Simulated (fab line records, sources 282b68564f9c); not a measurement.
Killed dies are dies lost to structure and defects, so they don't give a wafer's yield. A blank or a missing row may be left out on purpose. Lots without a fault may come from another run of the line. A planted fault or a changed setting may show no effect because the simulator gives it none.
Which tool did it? | flow rit_cmos | 16 lots, 48 wafers sampled, at 5 steps of a route of 202

WHAT THE GAUGES READ, wafer by wafer
RIT_ACTIVE_CD_MEAS_11: target cd 1400 nm. Usual: cd_nm 1400.0 nm, standard deviation 2.
lot  | measured    | on        | cd_nm (nm)           | flag
L841 | day 1 14:52 | cd_sem-01 | 1398.8 1398.3 1396.9 |
L843 | day 2 01:15 | cd_sem-01 | 1397.8 1402.6 1402.4 |
L844 | day 2 06:10 | cd_sem-02 | 1403.4 1403.6 1401.8 |
L845 | day 2 11:18 | cd_sem-02 | 1398.7 1399.2 1397.6 |
L846 | day 2 16:28 | cd_sem-01 | 1400.1 1396.3 1397.0 |
L847 | day 3 04:09 | cd_sem-01 | 1399.6 1398.6 1399.0 |
L848 | day 3 04:13 | cd_sem-02 | 1400.3 1401.0 1399.2 |
L849 | day 3 08:19 | cd_sem-02 | 1404.6 1403.3 1404.1 |
L852 | day 3 22:38 | cd_sem-02 | 1395.4 1396.4 1399.1 |
L854 | day 4 07:29 | cd_sem-02 | 1402.1 1396.9 1400.4 |
L855 | day 4 13:32 | cd_sem-02 | 1400.0 1398.8 1399.5 |
L856 | day 4 17:39 | cd_sem-02 | 1396.4 1399.5 1400.1 |
L857 | day 4 22:34 | cd_sem-02 | 1398.8 1397.8 1397.4 |
L858 | day 5 03:27 | cd_sem-02 | 1400.2 1403.5 1399.4 |
L860 | day 5 13:27 | cd_sem-02 | 1399.0 1400.5 1398.8 |
L862 | day 6 00:13 | cd_sem-01 | 1400.5 1402.3 1400.4 |

RIT_PRETRO_OVL_MEAS_06. Usual: PRETRO_OVL 0.3 nm, standard deviation 1.3.
lot  | measured    | on         | PRETRO_OVL (nm)   | flag
L841 | day 2 08:13 | overlay-01 | -1.5 -3.1 -0.1    |
L843 | day 2 17:32 | overlay-01 | 2.1 1.7 0.9       |
L844 | day 3 00:16 | overlay-01 | -0.8 1.7 1.4      |
L845 | day 3 03:43 | overlay-02 | 0.3 0.2 -0.4      |
L846 | day 3 08:31 | overlay-01 | -0.6 0.3 0.2      |
L847 | day 3 20:47 | overlay-01 | 0.8 0.0 0.6       |
L848 | day 3 22:02 | overlay-02 | 3.7 -0.5 1.9      |
L849 | day 4 02:23 | overlay-01 | -1.5 0.2 0.7      |
L852 | day 4 16:14 | overlay-01 | 1.9 -0.8 -0.7     |
L854 | day 5 02:29 | overlay-02 | 238.2 241.3 240.4 | OFF
L855 | day 5 06:09 | overlay-01 | 1.8 2.8 0.0       |
L856 | day 5 09:42 | overlay-02 | 241.5 242.2 242.4 | OFF
L857 | day 5 14:22 | overlay-02 | 240.0 239.3 240.6 | OFF
L858 | day 5 20:45 | overlay-01 | 238.8 238.8 241.7 | OFF
L860 | day 6 06:51 | overlay-02 | 0.9 1.8 0.7       |
L862 | day 6 16:26 | overlay-01 | 0.8 1.3 -0.5      |

RIT_PRETRO_TW_MEAS_10. Usual: PRETRO_TW 470, standard deviation 4.3.
lot  | measured    | on            | PRETRO_TW   | flag
L841 | day 2 08:50 | film_metro-02 | 464 467 467 |
L843 | day 2 18:09 | film_metro-01 | 468 468 471 |
L844 | day 3 00:52 | film_metro-01 | 471 472 471 |
L845 | day 3 04:27 | film_metro-01 | 474 476 472 |
L846 | day 3 09:08 | film_metro-01 | 473 473 473 |
L847 | day 3 21:29 | film_metro-01 | 471 472 471 |
L848 | day 3 22:38 | film_metro-02 | 462 466 462 |
L849 | day 4 03:00 | film_metro-03 | 472 474 474 |
L852 | day 4 16:51 | film_metro-02 | 465 469 466 |
L854 | day 5 03:06 | film_metro-02 | 461 462 460 |
L855 | day 5 06:46 | film_metro-03 | 471 474 469 |
L856 | day 5 10:19 | film_metro-02 | 464 460 461 |
L857 | day 5 14:59 | film_metro-01 | 470 469 471 |
L858 | day 5 21:22 | film_metro-02 | 462 462 463 |
L860 | day 6 07:28 | film_metro-03 | 473 472 474 |
L862 | day 6 17:05 | film_metro-03 | 472 471 474 |

WHICH TOOL RAN EACH LOT (tool, then ch and the chambers of the sampled wafers, then the start)
lot  | RIT_ACTIVE_STRIP_14                 | RIT_PRETRO_EXPOSE_03
L841 | plasma_asher-03 ch 0,1, day 1 15:16 | iline_stepper-01 ch 0, day 2 07:48
L843 | plasma_asher-01 ch 0,1, day 2 01:40 | iline_stepper-01 ch 0, day 2 17:07
L844 | plasma_asher-03 ch 0,1, day 2 06:36 | iline_stepper-02 ch 0, day 2 23:50
L845 | plasma_asher-02 ch 0,1, day 2 11:41 | iline_stepper-02 ch 0, day 3 03:07
L846 | plasma_asher-02 ch 0,1, day 2 16:53 | iline_stepper-02 ch 0, day 3 08:07
L847 | plasma_asher-01 ch 0,1, day 3 04:34 | iline_stepper-01 ch 0, day 3 20:19
L848 | plasma_asher-03 ch 0,1, day 3 04:35 | iline_stepper-01 ch 0, day 3 21:37
L849 | plasma_asher-03 ch 0,1, day 3 08:43 | iline_stepper-01 ch 0, day 4 01:57
L852 | plasma_asher-01 ch 0,1, day 3 23:03 | iline_stepper-01 ch 0, day 4 15:49
L854 | plasma_asher-03 ch 0,1, day 4 07:54 | iline_stepper-02 ch 0, day 5 02:05
L855 | plasma_asher-03 ch 0,1, day 4 13:57 | iline_stepper-01 ch 0, day 5 05:40
L856 | plasma_asher-03 ch 1, day 4 18:02   | iline_stepper-02 ch 0, day 5 09:13
L857 | plasma_asher-03 ch 0,1, day 4 22:58 | iline_stepper-02 ch 0, day 5 13:56
L858 | plasma_asher-02 ch 0,1, day 5 03:51 | iline_stepper-02 ch 0, day 5 20:16
L860 | plasma_asher-02 ch 0,1, day 5 13:51 | iline_stepper-01 ch 0, day 6 06:25
L862 | plasma_asher-02 ch 0,1, day 6 00:37 | iline_stepper-01 ch 0, day 6 16:03
- RIT_ACTIVE_STRIP_14: strips in O2, time 180 s.
- RIT_PRETRO_EXPOSE_03: exposes mask M5, target cd 43700 nm.

WHAT THE TOOLS THEMSELVES READ (means of the sampled wafers that have a number; where no wafer has one, the mark that the record gives instead)
RIT_ACTIVE_STRIP_14. Usual: drypump_motor_current_A 5.5 A, standard deviation 0.48; o2_flow_sccm 4000 sccm, standard deviation 12.
lot  | tool            | drypump_motor_current_A (A) | o2_flow_sccm (sccm) | flag
L841 | plasma_asher-03 | 5.4                         | 4000                |
L843 | plasma_asher-01 | 5.8                         | 4009                |
L844 | plasma_asher-03 | 5.4                         | 3992                |
L845 | plasma_asher-02 | 5.2                         | 4001                |
L846 | plasma_asher-02 | 5.6                         | 4002                |
L847 | plasma_asher-01 | 5.8                         | 4006                |
L848 | plasma_asher-03 | 5.7                         | 3999                |
L849 | plasma_asher-03 | 5.4                         | 3995                |
L852 | plasma_asher-01 | 5.6                         | 3993                |
L854 | plasma_asher-03 | 5.7                         | 3998                |
L855 | plasma_asher-03 | 5.8                         | 4002                |
L856 | plasma_asher-03 | 5.0                         | 4009                |
L857 | plasma_asher-03 | 5.7                         | 3989                |
L858 | plasma_asher-02 | 5.2                         | 3997                |
L860 | plasma_asher-02 | 5.3                         | 4000                |
L862 | plasma_asher-02 | 5.6                         | 4011                |

RIT_PRETRO_EXPOSE_03. Usual: reticle_temp_C 23.02 C, standard deviation 0.096.
lot  | tool             | reticle_temp_C (C) | flag
L841 | iline_stepper-01 | 23.00              |
L843 | iline_stepper-01 | 23.09              |
L844 | iline_stepper-02 | 23.07              |
L845 | iline_stepper-02 | 23.07              |
L846 | iline_stepper-02 | 22.98              |
L847 | iline_stepper-01 | 23.04              |
L848 | iline_stepper-01 | 23.05              |
L849 | iline_stepper-01 | 23.06              |
L852 | iline_stepper-01 | 22.91              |
L854 | iline_stepper-02 | 23.10              |
L855 | iline_stepper-01 | 23.05              |
L856 | iline_stepper-02 | 23.04              |
L857 | iline_stepper-02 | 23.03              |
L858 | iline_stepper-02 | 23.14              |
L860 | iline_stepper-01 | 23.01              |
L862 | iline_stepper-01 | 23.12              |

THE ANSWER, worked out from the rows above alone
Rule: a lot is off if the mean of its wafers that have a number lies more than 3 standard deviations from the usual mean. A lot without any number at a reading at which 4 lots or more have one is off too. The other lots that the step has rows for count as sound. The gauges are gone through in route order, then the tools' own readings, and for those a lot's mean is taken as printed above. The first step at which some lot is off is used, and at that step the reading that is off furthest; a lot without a number counts as furthest.
Off: L854, L856, L857, L858, at RIT_PRETRO_OVL_MEAS_06 (PRETRO_OVL).
A tool fits if, at a process step before that reading, it ran every lot that is off, and no sound lot after the first of them. The gauges at RIT_PRETRO_OVL_MEAS_06 are tried like those tools. One fits: iline_stepper-02 at RIT_PRETRO_EXPOSE_03. Its last sound lot is L846 (day 3 08:07), its first lot that is off L854 (day 5 02:05): a fault that began between those two fits.

WHAT THE SIMULATOR HAD PUT IN
Scanner matching overlay: iline_stepper-02, from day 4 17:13 on, at RIT_PRETRO_EXPOSE_03. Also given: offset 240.
Lots struck among those shown: L854, L856, L857, L858. The rule above found the same.
